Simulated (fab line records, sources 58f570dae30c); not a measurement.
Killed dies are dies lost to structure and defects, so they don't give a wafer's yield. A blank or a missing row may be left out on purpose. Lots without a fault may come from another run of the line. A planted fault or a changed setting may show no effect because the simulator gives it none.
fab line records | flow berkeley_cmos170
record lots=6 wafers=18 last_day=13
route steps=331 shown ACTIVE@71 PFIELD@79
lots that met no fault: from a run of the same line without faults
start_h: hours from the record's first day to the start of the lot's first wafer shown | wait_h: hours since the lot's step before | " the same as in the row above | L1.1+2: a row that stands for several wafers | - no value, or no start given | * or withheld: withheld | < > ~ a bound
route shown NAME@n: a module of which the file shows steps, and the number in the route of the first | usual: mean/standard deviation of fault-free wafers | same: alike in all rows | chamber/n: place in a boat | sites: the reading at each site | _std_site: their standard deviation | _edge_site: outer sites' mean less inner sites' | radius_mm: how far each site lies from the wafer's centre | mask NAME#n: copy n | behind: the tool/chamber that last shaped the wafer | hold: why the lot was held/for how many hours/how that ended | device: the transistor (n, p or np) that didn't switch | end of line: the same wafers' tests at the end of the route | a step without rows: its recipe alone | killed: dies lost to structure and defects at the first sort, not the wafer's yield | map: a wafer's dies, x killed, . not, _ none there
set.NAME: the setting as run; set.NAME@STEP: as run at that earlier step | model.NAME: the simulator's own value behind a step, which no gauge read
lots at some steps of the route; a table a step, a row a wafer
services: from which hour (start_h, from the record's first day; less than 0 if before it) a tool's chamber was out of use, for how many hours, and why
## steps
# step UCB170_ACTIVE_PEB_11
# recipe peb_temp_c=130 peb_time_s=withheld resist=KrF
# step UCB170_ACTIVE_DEVELOP_12
# recipe developer=TMAH develop_time_s=45 resist=KrF dev_temp_c=21
# step UCB170_ACTIVE_CD_MEAS_13
# recipe target_cd_nm=1200
# usual cd_nm=1200.1/1.5
# columns lot.wafer tool chamber start_h wait_h cd_nm
L322.1 cd_sem-01 - 129.57 - 1198.4
L322.5 " - " " 1198.0
L322.6 " - " " 1197.9
L324.1 cd_sem-01 - 140.78 - 1201.2
L324.4 " - " " 1200.6
L324.5 " - " " 1200.9
L326.2 cd_sem-01 - 152.99 - 1199.3
L326.3 " - " " 1197.2
L326.5 " - " " 1198.3
L328.1 cd_sem-01 - 158.68 - 1197.7
L328.4 " - " " 1199.1
L328.5 " - " " 1197.4
L334.2 cd_sem-01 - 185.80 - 1199.8
L334.3 " - " " 1200.9
L334.5 " - " " 1199.7
L333.2 cd_sem-01 - 195.65 - 1202.4
L333.3 " - " " 1201.6
L333.6 " - " " 1200.8
# step UCB170_ACTIVE_OVL_MEAS_14
# usual ACTIVE_OVL=1/5.5
# columns lot.wafer tool chamber start_h wait_h ACTIVE_OVL[nm]
L322.1 overlay-02 - 129.69 0.1 0
L322.5 " - " " -2
L322.6 " - " " -1
L324.1 overlay-01 - 140.90 0.1 -7
L324.4 " - " " 3
L324.5 " - " " 2
L326.2 overlay-02 - 153.10 0.1 3
L326.3 " - " " -7
L326.5 " - " " -2
L328.1 overlay-02 - 158.80 0.1 -9
L328.4 " - " " -7
L328.5 " - " " -6
L334.2 overlay-01 - 185.90 0.1 -1
L334.3 " - " " 0
L334.5 " - " " -2
L333.2 overlay-02 - 195.76 0.1 -1
L333.3 " - " " 2
L333.6 " - " " -4
# step UCB170_ACTIVE_ETCH_15
# recipe chemistry=CH3F/Ar/O2 target=Si3N4 stop_on=SiO2 CH3F_flow_sccm=20 Ar_flow_sccm=50 O2_flow_sccm=7 pressure_mtorr=50 rf_w=450 target_depth_a=2420 over_etch_frac=0.1 time_s=151
# usual O2_flow_sccm=7.000/0.02 drypump_motor_current_A=5.8/0.41 oes_product_au=0.952/0.012 throttle_valve_pct=8.15/0.13
# columns lot.wafer tool chamber start_h wait_h O2_flow_sccm drypump_motor_current_A oes_product_au rf_hours_counter_h throttle_valve_pct
L322.1 rie_diel-03 3 129.73 0.0 6.969 6.5 0.951 76 8.14
L322.5 " 3 " " 6.984 6.5 0.935 - 8.12
L322.6 " 2 " " 7.004 5.5 0.954 - 8.30
L324.1 rie_diel-03 2 140.94 0.0 7.021 5.5 0.952 77 8.30
L324.4 " 0 " " 7.031 5.7 0.948 150 8.29
L324.5 " 2 " " 7.040 5.5 0.950 - 8.30
L326.2 rie_diel-03 0 153.13 0.0 6.998 5.7 0.969 151 8.28
L326.3 " 2 " " 7.007 5.5 0.963 77 8.29
L326.5 " 2 " " 6.994 5.5 0.970 - 8.28
L328.1 rie_diel-03 1 158.83 0.0 7.008 5.8 0.970 95 8.27
L328.4 " 3 " " 7.021 6.5 0.959 77 8.12
L328.5 " 0 " " 7.009 5.7 0.967 - 8.30
L334.2 rie_diel-03 2 185.93 0.0 6.997 5.5 0.966 79 8.28
L334.3 " 3 " " 6.987 6.5 0.965 78 8.12
L334.5 " 3 " " 6.980 6.6 0.963 - 8.13
L333.2 rie_diel-04 0 195.79 0.0 7.024 5.8 0.941 76 8.14
L333.3 " 3 " " 7.010 5.9 0.943 0 7.91
L333.6 " 2 " " 7.017 6.1 0.961 - 7.99
# step UCB170_ACTIVE_STRIP_16
# recipe chemistry=O2 power_w=400 pressure_mtorr=3500 platen_temp_c=withheld o2_flow_sccm=400 overash_fraction=0.5
# usual drypump_motor_current_A=5.5/0.51 oes_product_au=0.721/0.0044 strip_time_to_endpoint_s=18.09/0.096
# columns lot.wafer tool chamber start_h wait_h drypump_motor_current_A oes_product_au rf_hours_counter_h strip_time_to_endpoint_s
L322.1 plasma_asher-04 0 129.83 0.1 5.5 0.714 2 17.98
L322.5 " 1 " " 5.4 0.717 - 17.90
L322.6 " 0 " " 5.5 0.721 - 18.10
L324.1 plasma_asher-03 0 141.04 0.1 5.1 0.721 35 18.23
L324.4 " 0 " " 5.1 0.718 - 18.24
L324.5 " 0 " " 5.1 0.719 - 18.15
L326.2 plasma_asher-03 0 153.23 0.1 5.1 0.726 37 18.17
L326.3 " 0 " " 5.1 0.718 - 18.09
L326.5 " 1 " " 5.8 0.725 - 18.18
L328.1 plasma_asher-03 1 158.93 0.1 5.9 0.721 37 17.99
L328.4 " 0 " " 5.1 0.723 - 17.94
L328.5 " 1 " " 5.8 0.719 - 18.10
L334.2 plasma_asher-02 1 186.03 0.1 4.9 0.726 42 18.19
L334.3 " 0 " " 6.5 0.724 - 18.07
L334.5 " 1 " " 4.9 0.722 - 18.06
L333.2 plasma_asher-04 0 195.89 0.1 5.4 0.729 8 17.98
L333.3 " 1 " " 5.4 0.719 - 18.26
L333.6 " 1 " " 5.4 0.716 - 17.90
# step UCB170_ACTIVE_CD_MEAS_90
# recipe target_cd_nm=1200
# usual cd_nm=1200.1/1.5
# columns lot.wafer tool chamber start_h wait_h cd_nm
L322.1 cd_sem-01 - 129.93 0.1 1198.3
L322.5 " - " " 1197.7
L322.6 " - " " 1197.5
L324.1 cd_sem-01 - 141.14 0.1 1201.2
L324.4 " - " " 1200.9
L324.5 " - " " 1201.2
L326.2 cd_sem-01 - 153.39 0.1 1199.3
L326.3 " - " " 1197.2
L326.5 " - " " 1197.7
L328.1 cd_sem-01 - 159.03 0.1 1198.1
L328.4 " - " " 1199.6
L328.5 " - " " 1197.5
L334.2 cd_sem-01 - 186.16 0.1 1199.6
L334.3 " - " " 1200.9
L334.5 " - " " 1199.9
L333.2 cd_sem-01 - 196.01 0.1 1202.0
L333.3 " - " " 1201.5
L333.6 " - " " 1200.8
# step UCB170_ACTIVE_CLEAN_17
# recipe chemistry=SPM temp_c=120 time_s=600
# step UCB170_PFIELD_HMDS_00
# recipe prime_time_s=60 prime_temp_c=100
# step UCB170_PFIELD_COAT_01
# recipe resist=KrF spin_rpm=1500 resist_thk_nm=900
# step UCB170_PFIELD_SOFTBAKE_02
# recipe resist=KrF temp_c=130 time_s=60
# step UCB170_PFIELD_EXPOSE_03
# recipe mask_id=PFIELD na=0.5 sigma_outer=0.6 source_shape=conventional target_cd_nm=1500 dose_mj=30
# step UCB170_PFIELD_PEB_04
# recipe peb_temp_c=130 peb_time_s=withheld resist=KrF
# usual chill_plate_temp_C=23.01/0.11 exhaust_pa=45.3/0.86 plate_temp_C=130.01/0.14
# columns lot.wafer tool chamber start_h wait_h chill_plate_temp_C exhaust_pa plate_temp_C
L322.1 litho_track-04 0 131.75 0.4 23.05 44.8 130.00
L322.5 " 0 " " 23.10 45.8 130.06
L322.6 " 0 " " 23.19 46.1 130.11
L324.1 litho_track-03 0 142.00 0.1 23.03 44.7 130.12
L324.4 " 0 " " 23.05 45.1 130.04
L324.5 " 0 " " 23.09 45.8 129.95
L326.2 litho_track-04 - 158.46 0.8 - - -
L326.3 " - " " - - -
L326.5 " - " " - - -
L328.1 litho_track-04 - 160.24 0.1 - - -
L328.4 " - " " - - -
L328.5 " - " " - - -
L334.2 litho_track-02 0 187.36 0.1 22.99 45.6 130.10
L334.3 " 0 " " 23.06 46.0 129.96
L334.5 " 0 " " 23.26 44.1 130.00
L333.2 litho_track-02 0 201.45 0.1 23.04 42.9 129.89
L333.3 " 0 " " 22.92 44.7 129.92
L333.6 " 0 " " 23.01 46.0 129.84
# step UCB170_PFIELD_DEVELOP_05
# recipe developer=TMAH develop_time_s=45 resist=KrF dev_temp_c=21
## services
# columns tool chamber start_h hours kind
plasma_asher-03 - 108.03 2.7 repair
plasma_asher-04 - 108.75 9.0 pm
plasma_asher-04 0 108.75 9.0 vent_cycle
plasma_asher-04 1 108.75 9.0 vent_cycle
plasma_asher-04 0 117.75 - clean
plasma_asher-04 1 117.75 - clean
rie_diel-04 2 132.28 9.8 repair
rie_diel-04 - 152.38 4.3 pm
rie_diel-04 3 171.06 - clean
rie_diel-04 3 171.06 22.9 scheduled_down
rie_diel-04 3 171.06 22.9 vent_cycle
rie_diel-03 0 180.05 4.7 repair
rie_diel-03 0 184.74 - clean
rie_diel-03 0 184.74 20.6 scheduled_down
rie_diel-03 0 184.74 20.6 vent_cycle
plasma_asher-02 - 193.35 4.3 pm
## key
first_sign step=UCB170_PFIELD_PEB_04 reading=tool_record direction=missing
effect none on later readings
met_at UCB170_PFIELD_PEB_04
struck_wafers L326.2,L326.3,L326.5,L328.1,L328.4,L328.5
sort_left_out L326.2,L326.3,L326.5,L328.1,L328.4,L328.5
tester_left_out L326,L328
onset_between 131.75 158.46
fault kind=skipped_step_whole tool=litho_track-04 chamber=- onset_h=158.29 steps=UCB170_PFIELD_PEB_04 scope=struck_lots_only
# tester_left_out: of these lots the tester's yield and bins aren't shown, on N5 and GAA mostly nor the transistor test; their killed dies are dies lost to structure and defects alone, not to doping, threshold or leakage, so they don't give the yield
# sort_left_out: the simulated sort isn't trusted on such a fault, so these wafers' sort isn't shown, and their yield isn't known
